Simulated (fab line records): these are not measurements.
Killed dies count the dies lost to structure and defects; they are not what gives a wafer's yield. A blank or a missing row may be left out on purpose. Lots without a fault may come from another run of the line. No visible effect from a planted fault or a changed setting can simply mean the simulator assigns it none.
A struck lot beside a sound one | flow berkeley cmos170 | 6 steps out of a route of 331
Sound: wafers L670.1, L670.4, L670.6. Struck: wafers L668.2, L668.3, L668.4. The cause is given at the end.
Each step with rows lists, per side, the tool, then ch with its chambers, then its first start. Under that, the readings that differ: sound wafers | struck wafers | difference of the means | sigmas: that difference in standard deviations of wafers without a fault.
alike: words and numbers the same on both sides, and readings whose means are apart by under 2 such deviations; not compared: readings that were withheld, readings missing a value for some wafer, numbers with overlapping values and no deviation given by the record, and bounds like >300 which may hide the same value.
A row with sigmas, a row that says differs or no value, or rows on one side alone: a step with any of these is where the two part. Numbers that don't overlap but have no deviation are shown without sigmas and don't part them. A reading missing from all wafers of one side parts the sides only when that side holds two or more wafers.

UCB170_START_BOW_MEAS_00:
  sound on film metro-02, day 1 20:00; struck on film metro-01, day 1 10:01
  alike: INCOMING_BOW
then, 1 step without rows for these wafers: UCB170_START_CLEAN_01 (cleans in dHF, time 60 s).
UCB170_START_OXIDATION_02: target thk 20 nm, ox time 1800 s.
  sound on furnace-01 ch 0, day 2 00:37; struck on furnace-02 ch 0, day 1 20:50
  reading                   | sound          | struck         | difference | sigmas
  zone power source pct (%) | 29.0 29.3 29.2 | 33.9 33.5 33.2 | +4.4       | +2
UCB170_START_THK_MEAS_03:
  sound on film metro-01, day 2 02:07; struck on film metro-03, day 1 22:21
  reading              | sound          | struck         | difference | sigmas
  START_OXIDE_THK (nm) | 20.1 20.3 20.4 | 32.3 31.9 31.2 | +11.5      | +30
then, 1 step without rows for these wafers: UCB170_START_ANNEAL_04 (time 1200 s).
-- the record jumps here: 8 days lie between the struck wafers' starts before and after (it left off in module START and takes up again in module M3, whose first step shown is number 331 of the route) --
UCB170_M3_PROBE_99:
  record: rows for the struck wafers here (prober-02, day 9 17:39), none for the sound ones

## WHERE THEY PART
Earliest at UCB170_START_OXIDATION_02; latest, in this record, at UCB170_M3_PROBE_99.

WHY: what the simulator had put in
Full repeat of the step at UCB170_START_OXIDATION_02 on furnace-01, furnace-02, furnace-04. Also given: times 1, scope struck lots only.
